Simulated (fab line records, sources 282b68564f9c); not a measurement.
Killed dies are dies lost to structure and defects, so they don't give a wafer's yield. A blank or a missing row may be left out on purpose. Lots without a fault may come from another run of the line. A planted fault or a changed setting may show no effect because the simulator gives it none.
Tool commonality check | flow rit_cmos | 14 lots, 42 wafers sampled

WHY IT WAS OPENED
At RIT_GATE_THK_MEAS_09 the reading GATE_POLY_THK is flagged on 2 of 14 lots. Wafers without a fault read 249.7 nm, standard deviation 2.8.
Rule: a lot is flagged when every wafer of it that has a number lies more than 4 standard deviations from that mean, or none has a number. The other lots count as sound.

lot  | measured    | on            | GATE_POLY_THK (nm), wafer by wafer | flag
L672 | day 2 11:05 | film_metro-02 | 246.3 246.5 247.8                  |
L673 | day 2 16:10 | film_metro-04 | 254.5 255.2 252.5                  |
L674 | day 2 22:22 | film_metro-04 | 248.5 247.3 249.5                  |
L675 | day 3 02:29 | film_metro-02 | 252.8 252.6 254.5                  |
L676 | day 3 09:22 | film_metro-04 | 248.5 250.3 248.3                  |
L678 | day 3 16:35 | film_metro-04 | 250.0 248.5 251.0                  |
L683 | day 4 18:10 | film_metro-04 | 253.1 254.7 254.6                  |
L686 | day 5 10:52 | film_metro-04 | 201.0 200.9 200.4                  | FLAGGED
L687 | day 5 17:52 | film_metro-04 | 250.5 250.0 249.7                  |
L688 | day 5 19:11 | film_metro-04 | 194.6 197.2 197.3                  | FLAGGED
L690 | day 6 07:19 | film_metro-01 | 246.1 246.0 245.1                  |
L691 | day 6 14:31 | film_metro-01 | 244.1 245.6 243.9                  |
L693 | day 7 00:32 | film_metro-04 | 246.2 247.0 246.9                  |
L694 | day 7 02:58 | film_metro-02 | 246.7 246.2 248.3                  |
The numbers of the flagged lots are 198.6 nm on average: -51.1 nm against the usual, or -18 standard deviations.

WHICH TOOL RAN EACH LOT
The record holds 1 process step before the reading, out of a route of 202 steps. In each cell: the tool, then ch and the chambers that the sampled wafers went through, then the start.
lot  | flag    | RIT_GATE_CVD_08
L672 |         | lpcvd-01 ch 1, day 2 09:28
L673 |         | lpcvd-01 ch 1, day 2 14:32
L674 |         | lpcvd-01 ch 0, day 2 20:45
L675 |         | lpcvd-02 ch 0, day 3 00:52
L676 |         | lpcvd-02 ch 1, day 3 05:43
L678 |         | lpcvd-01 ch 1, day 3 14:58
L683 |         | lpcvd-01 ch 1, day 4 16:32
L686 | FLAGGED | lpcvd-01 ch 0, day 5 09:14
L687 |         | lpcvd-02 ch 1, day 5 16:14
L688 | FLAGGED | lpcvd-01 ch 0, day 5 17:34
L690 |         | lpcvd-02 ch 1, day 6 05:43
L691 |         | lpcvd-02 ch 1, day 6 12:55
L693 |         | lpcvd-02 ch 1, day 6 22:55
L694 |         | lpcvd-02 ch 1, day 7 01:21
What these steps do:
- RIT_GATE_CVD_08: deposits poly-Si from SiH4, target thk 250 nm, time 2220 s.
- RIT_GATE_THK_MEAS_09

FLAGGED OVER TOTAL, TOOL BY TOOL (the gauges that took the reading come last)
step                 | tool          | lots run | flagged | share of the flagged lots | sound lots run after its first flagged lot
RIT_GATE_CVD_08      | lpcvd-01      | 7        | 2       | all                       | 0
RIT_GATE_CVD_08      | lpcvd-02      | 7        | 0       | none                      | -
RIT_GATE_THK_MEAS_09 | film_metro-01 | 2        | 0       | none                      | -
RIT_GATE_THK_MEAS_09 | film_metro-02 | 3        | 0       | none                      | -
RIT_GATE_THK_MEAS_09 | film_metro-04 | 9        | 2       | all                       | 2 (L687,L693)

WHAT THE TABLE ALLOWS
2 rows of the table ran every flagged lot: lpcvd-01 at RIT_GATE_CVD_08, film_metro-04 at RIT_GATE_THK_MEAS_09.
- lpcvd-01 at RIT_GATE_CVD_08: 2 of its 7 lots flagged. Its last sound lot is L683 (day 4 16:32), its first flagged lot L686 (day 5 09:14): a fault that began between those two fits. Its own readings lie more than 4 standard deviations out on every wafer of the flagged lots: spike_tc_centre_C, spike_tc_load_C, susceptor_temp_C.
- film_metro-04 at RIT_GATE_THK_MEAS_09: 2 of its 9 lots flagged. Sound lots ran on it after the first flagged one (L687, L693), which a lasting fault on the whole tool wouldn't allow.
One tool is left: lpcvd-01 at RIT_GATE_CVD_08.

WHAT THE SIMULATOR HAD PUT IN
Process parameter drift: lpcvd-01, from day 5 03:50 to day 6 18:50, at RIT_GATE_CVD_08. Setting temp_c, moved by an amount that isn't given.
Lots struck among those shown: L686, L688. The rule above found the same.
